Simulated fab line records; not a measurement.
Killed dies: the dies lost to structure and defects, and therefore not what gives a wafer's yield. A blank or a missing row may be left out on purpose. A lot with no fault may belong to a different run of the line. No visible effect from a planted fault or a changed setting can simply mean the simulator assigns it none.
Lot-split experiment | flow rit cmos | route with 202 steps; 5 lots, 23 wafers read

== THE SPLIT ==
At RIT_PWELL_SOFTBAKE_02 (time 60 s), the setting temp c was moved away from the recipe's 90 C on 9 of the 23 wafers read, by -4.0% to +2.2%. This setting was run at the recipe's value on the other wafers.

== FROM THE SPLIT TO THE READING: what the file shows between them, 2 steps ==
- RIT_PWELL_EXPOSE_03: exposes mask M3, target cd 43700 nm
- RIT_PWELL_PEB_04

== THE READING ==
NOVOLAK_of_PWELL_COAT_01.thk nm (the simulator's own value, which no gauge read), in nm, at RIT_PWELL_DEVELOP_05 (develop time 68 s). The file does not state a usual value for it. Here, 14 wafers ran the recipe; their average is 1297 nm with a standard deviation of 4 nm.

wafer  | tool, chamber at the split | temp c as run, C | against the recipe | NOVOLAK_of_PWELL_COAT_01.thk nm, nm | against lot-mates on the recipe
L074.3 | litho track-04, 0          | 90               | recipe             | 1292                                | -
L074.5 | litho track-04, 0          | 90               | recipe             | 1297                                | -
L074.6 | litho track-04, 0          | 90               | recipe             | 1297                                | -
L078.1 | litho track-03, 0          | 88.15            | -2.1%              | 1306                                | +4
L078.2 | litho track-03, 0          | 88.15            | -2.1%              | 1308                                | +6
L078.3 | litho track-03, 0          | 90               | recipe             | 1301                                | -
L078.4 | litho track-03, 0          | 90               | recipe             | 1304                                | -
L078.5 | litho track-03, 0          | 88.15            | -2.1%              | 1309                                | +6
L079.1 | litho track-01, 0          | 90               | recipe             | 1302                                | -
L079.3 | litho track-01, 0          | 91.97            | +2.2%              | 1292                                | -9
L079.4 | litho track-01, 0          | 91.97            | +2.2%              | 1296                                | -5
L079.5 | litho track-01, 0          | 90               | recipe             | 1301                                | -
L079.6 | litho track-01, 0          | 90               | recipe             | 1300                                | -
L083.2 | litho track-04, 0          | 90               | recipe             | 1292                                | -
L083.3 | litho track-04, 0          | 90               | recipe             | 1294                                | -
L083.4 | litho track-04, 0          | 86.44            | -4.0%              | 1305                                | +13
L083.5 | litho track-04, 0          | 86.44            | -4.0%              | 1303                                | +11
L083.6 | litho track-04, 0          | 90               | recipe             | 1290                                | -
L085.2 | litho track-03, 0          | 90               | recipe             | 1296                                | -
L085.6 | litho track-03, 0          | 90               | recipe             | 1296                                | -
L085.3 | litho track-03, 0          | 87.35            | -2.9%              | 1309                                | +12
L085.4 | litho track-03, 0          | 87.35            | -2.9%              | 1304                                | +7
L085.5 | litho track-03, 0          | 90               | recipe             | 1298                                | -

THE FIT
A straight line over all 23 wafers: NOVOLAK_of_PWELL_COAT_01.thk nm changes by -2.47 nm for each +1% of temp c; r = -0.71; the points scatter about the line by 4.2 nm.
The same after taking each lot's own level away (the mean of its wafers on the recipe; 23 wafers): -3.06 nm for each +1%; r = -0.95; scatter 1.8 nm.
Per that fit: largest temp c move, reading shift of 12 nm.
Measured against the standard deviation above, the lots' own levels, which go from 1292.0 to 1302.5 nm, span 2.6 times it.
So the lot-to-lot level blurs the effect unless lot-mates are compared.
Check: for one of the wafers moved furthest among these (-4.0%), held out of the fit, the line's prediction against its lot-mates is +11.7 nm. Against them it came out at +13 nm.

== OTHER SPLITS ON THESE WAFERS ==
Note: prior to the reading, these wafers also went through further splits. Each is held against what the fit with the lots' levels taken away leaves over:
other split on the same wafers       | wafers away from the commonest value | r with NOVOLAK_of_PWELL_COAT_01.thk nm (lot level and that fit taken away)
RIT_ACTIVE_OXIDATION_01 ox time s    | 18                                   | -0.06
RIT_ACTIVE_COAT_06 resist thk nm     | 7                                    | -0.11
RIT_ACTIVE_DEVELOP_10 develop time s | 11                                   | +0.26
RIT_NWELL_COAT_01 resist thk nm      | 6                                    | -0.06
RIT_NWELL_IMPLANT_08 dose cm2        | 4                                    | +0.19

== THE FILE'S OWN FIT ==
NOVOLAK_of_PWELL_COAT_01.thk nm changes by -3.14 nm for each +1% of temp c, r = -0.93.
